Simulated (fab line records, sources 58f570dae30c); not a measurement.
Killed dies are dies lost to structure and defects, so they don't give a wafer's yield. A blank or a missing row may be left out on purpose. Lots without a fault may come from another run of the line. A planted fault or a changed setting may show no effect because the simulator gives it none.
One fault seen from 2 desks | flow berkeley_cmos170 | each desk has only its own numbers; what lay behind them comes last

THE METROLOGY DESK
What the gauges read, lot by lot, whatever tool the lot ran on: means of the sampled wafers that have a number. A lot is out of limits, marked OUT, if its mean lies more than 4 standard deviations from the usual mean; the brackets give that distance.
Columns: A = M1_OVL at UCB170_M1_OVL_MEAS_10, usual 2 nm; B = V1_OVL at UCB170_V1_OVL_MEAS_13, usual -3 nm
lot  | first seen here | A  | B
L331 | day 8 04:14     | 4  | -7
L332 | day 8 19:24     | 3  | -3
L333 | day 8 20:23     | -5 | 12
L334 | day 8 20:47     | -3 | -18
L336 | day 9 12:11     | 6  | 2
L338 | day 9 13:14     | -1 | -6
L337 | day 9 14:05     | 7  | -9
L342 | day 10 05:58    | 7  | -3
L343 | day 11 00:22    | 6  | 1
L345 | day 11 07:26    | 13 | -10
L350 | day 12 11:58    | 4  | 1
L351 | day 12 12:43    | 7  | -1
L352 | day 12 13:14    | -4 | -7
L353 | day 12 14:01    | 6  | -18
L354 | day 12 16:40    | 3  | 2
This desk's finding: nothing out of limits on any of the 15 lots.

THE TOOL OWNER'S DESK: litho_track-02
The tool's own readings at UCB170_M3_SOFTBAKE_11 (time 60 s): means of the sampled wafers that have a number, for each lot that ran on this tool. A lot is out of limits, marked OUT, if its mean lies more than 4 standard deviations from the usual mean; the brackets give that distance.
Columns: A = run_length_s at UCB170_M3_SOFTBAKE_11, usual 89.24 s
lot  | first seen here | A
L332 | day 9 10:00     | 89.11
L333 | day 9 10:00     | 89.17
L336 | day 9 23:00     | 89.12
L338 | day 10 00:00    | 89.06
L342 | day 10 22:00    | 89.19
L343 | day 11 15:00    | 94.22 (+22) OUT
L345 | day 11 19:00    | 94.13 (+21) OUT
L350 | day 13 01:00    | 94.09 (+21) OUT
This desk's finding: out of limits on L343, L345, L350; first on L343, day 11 15:00 (run_length_s at UCB170_M3_SOFTBAKE_11). In limits: L332, L333, L336, L338, L342.

PUT TOGETHER
The tool owner's desk could have raised an alarm at day 11 15:00, on L343, L345, L350.
The metrology desk saw nothing out of limits.
The metrology desk has L343, L345, L350 on record, within its limits.
Of the lots named, all ran UCB170_M3_SOFTBAKE_11 on litho_track-02.

WHAT THE SIMULATOR HAD PUT IN
Process parameter drift: litho_track-02, from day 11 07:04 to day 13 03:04, at UCB170_M3_SOFTBAKE_11. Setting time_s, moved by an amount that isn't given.
Lots struck among those shown: L343, L345, L350.
Hours from the fault's start to each desk's first reading out of limits: the tool owner's desk, 8.
